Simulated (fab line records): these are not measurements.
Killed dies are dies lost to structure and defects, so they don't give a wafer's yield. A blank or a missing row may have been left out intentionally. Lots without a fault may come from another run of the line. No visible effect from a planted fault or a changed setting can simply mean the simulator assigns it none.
Split-lot experiment | flow berkeley_cmos170 | 5 lots, 23 wafers read, on a route of 331 steps

== SPLIT DETAILS ==
At UCB170_SACOX_OXIDATION_01 (target thk 14.4 nm, ox time 2400 s), the setting ox_time_s was moved away from the recipe's 2400 s on 15 of the 23 wafers read, by -13.8% to +4.3%. For the rest of the wafers, this setting stayed at what the recipe calls for.

Between the split and the reading, the file records no step.

== THE READING ==
SACOX_OXIDE_THK at UCB170_SACOX_THK_MEAS_02, in nm. A value of 14.42 nm with a standard deviation of 0.26 nm is what fault-free wafers of this fab line usually give.

wafer  | tool, chamber at the split | ox_time_s as run, s | against the recipe | SACOX_OXIDE_THK, nm | against lot-mates on the recipe
L077.1 | -, -                       | 2068                | -13.8%             | 12.83               | no lot-mate on the recipe
L077.2 | -, -                       | 2068                | -13.8%             | 12.81               | no lot-mate on the recipe
L077.4 | -, -                       | 2068                | -13.8%             | 12.86               | no lot-mate on the recipe
L077.5 | -, -                       | 2068                | -13.8%             | 12.83               | no lot-mate on the recipe
L077.6 | -, -                       | 2068                | -13.8%             | 12.69               | no lot-mate on the recipe
L078.1 | -, -                       | 2503                | +4.3%              | 14.93               | no lot-mate on the recipe
L078.2 | -, -                       | 2503                | +4.3%              | 15.20               | no lot-mate on the recipe
L078.4 | -, -                       | 2503                | +4.3%              | 14.94               | no lot-mate on the recipe
L078.5 | -, -                       | 2503                | +4.3%              | 14.89               | no lot-mate on the recipe
L078.6 | -, -                       | 2503                | +4.3%              | 14.93               | no lot-mate on the recipe
L079.1 | -, -                       | 2400                | recipe             | 14.44               | -
L079.3 | -, -                       | 2400                | recipe             | 14.33               | -
L079.4 | -, -                       | 2400                | recipe             | 14.46               | -
L079.5 | -, -                       | 2400                | recipe             | 14.40               | -
L079.6 | -, -                       | 2400                | recipe             | 14.43               | -
L081.1 | -, -                       | 2193                | -8.6%              | 13.95               | no lot-mate on the recipe
L081.2 | -, -                       | 2193                | -8.6%              | 13.82               | no lot-mate on the recipe
L081.3 | -, -                       | 2193                | -8.6%              | 13.79               | no lot-mate on the recipe
L081.4 | -, -                       | 2193                | -8.6%              | 14.03               | no lot-mate on the recipe
L081.5 | -, -                       | 2193                | -8.6%              | 13.87               | no lot-mate on the recipe
L085.3 | furnace-02, 0              | 2400                | recipe             | 14.95               | -
L085.5 | furnace-02, 0              | 2400                | recipe             | 14.69               | -
L085.6 | furnace-02, 0              | 2400                | recipe             | 14.89               | -

FIT RESULTS
A straight line over all 23 wafers: SACOX_OXIDE_THK changes by +0.113 nm for each +1% of ox_time_s; r = +0.96; the points scatter about the line by 0.24 nm.
Too few moved wafers with a lot-mate on the recipe to fit a line net of each lot's own level.

== THE WHOLE CHAIN: every reading that the file lists as answering this split, in the file's order ==
step                      | what it does                       | reading                                                                            | change (the file's fit)               | r (the file's)
UCB170_SACOX_OXIDATION_01 | target thk 14.4 nm, ox time 2400 s | SiO2_of_SACOX_OXIDATION_01.thk_nm (the simulator's own value, which no gauge read) | +0.113 nm for each +1% of the setting | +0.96
UCB170_SACOX_THK_MEAS_02  |                                    | SACOX_OXIDE_THK                                                                    | +0.113 for each +1% of the setting    | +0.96

== FILE'S OWN FIT ==
SACOX_OXIDE_THK changes by +0.113 nm for each +1% of ox_time_s, r = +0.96.
